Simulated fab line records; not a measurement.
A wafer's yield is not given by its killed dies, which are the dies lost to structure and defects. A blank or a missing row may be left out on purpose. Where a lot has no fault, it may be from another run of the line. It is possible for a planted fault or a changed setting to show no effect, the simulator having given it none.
The same fault as seen by 2 desks + flow berkeleyCmos170 + only its own numbers are on each desk; what lay behind them is given at the end

THE METROLOGY DESK
Means of the sampled wafers that have a number, per lot and without regard to the tool the lot ran on: this is what the gauges read. The brackets show how far a lot's mean lies from the usual mean; more than 4 standard deviations puts the lot out of limits, marked OUT.
Columns: A = START_OXIDE_THK at UCB170_START_THK_MEAS_03, usual 20.0 nm; B = NLDD_OVL at UCB170_NLDD_OVL_MEAS_07, usual -2 nm
| lot  | first seen here | A    | B   |
|------|-----------------|------|-----|
| L745 | day 1 14:06     | 19.6 | 4   |
| L746 | day 1 20:03     | 20.0 | -2  |
| L747 | day 2 02:19     | 19.6 | 3   |
| L748 | day 2 07:25     | 19.7 | -2  |
| L750 | day 2 13:37     | 19.8 | -7  |
| L751 | day 2 22:56     | 20.2 | -1  |
| L752 | day 2 22:56     | 19.9 | -10 |
| L753 | day 3 07:22     | 19.8 | 8   |
| L758 | day 4 09:35     | 20.5 | -3  |
| L762 | day 5 00:53     | 20.4 | -4  |
| L761 | day 5 00:54     | 20.5 | -1  |
| L763 | day 5 11:05     | 20.2 | -4  |
| L765 | day 5 20:59     | 19.6 | -3  |
| L768 | day 6 06:50     | 20.0 | -4  |
This desk found nothing out of limits on any of the 14 lots.

DESK OF THE TOOL OWNER: implanter-02
For each lot that ran on this tool, the mean over its sampled wafers that have a number, from the tool's own readings at UCB170_NVT_IMPLANT_07. The brackets show how far a lot's mean lies from the usual mean; more than 4 standard deviations puts the lot out of limits, marked OUT.
Columns: A = beamEnergyKeV at UCB170_NVT_IMPLANT_07, usual 49.997; B = endStationPressureTorr at UCB170_NVT_IMPLANT_07, usual 5.01e-06 Torr
| lot  | first seen here | A                        | B        |
|------|-----------------|--------------------------|----------|
| L747 | day 7 14:29     | 49.997                   | 4.98e-06 |
| L750 | day 7 20:17     | 50.005                   | 5.20e-06 |
| L752 | day 8 01:05     | 49.988                   | 4.93e-06 |
| L758 | day 9 10:04     | 51.667 (+99 or more) OUT | 4.98e-06 |
| L761 | day 10 00:21    | 51.631 (+99 or more) OUT | 5.00e-06 |
This desk finds L758, L761 out of limits, L758 being first, at day 9 10:04 (beamEnergyKeV at UCB170_NVT_IMPLANT_07). L747, L750, L752: within limits.

BROUGHT TOGETHER
The tool owner's desk could have raised an alarm at day 9 10:04, on L758, L761.
Nothing out of limits was seen by the metrology desk.
The metrology desk holds a record of L758, L761, inside its limits.
The lots listed all ran UCB170_NVT_IMPLANT_07 on implanter-02.

WHAT HAD BEEN PUT IN BY THE SIMULATOR
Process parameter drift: implanter-02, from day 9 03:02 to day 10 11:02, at UCB170_NVT_IMPLANT_07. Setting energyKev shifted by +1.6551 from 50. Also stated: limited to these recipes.
Lots struck among those shown: L758, L761.
Each desk's first reading out of limits, in hours after the fault started: the tool owner's desk, 7.
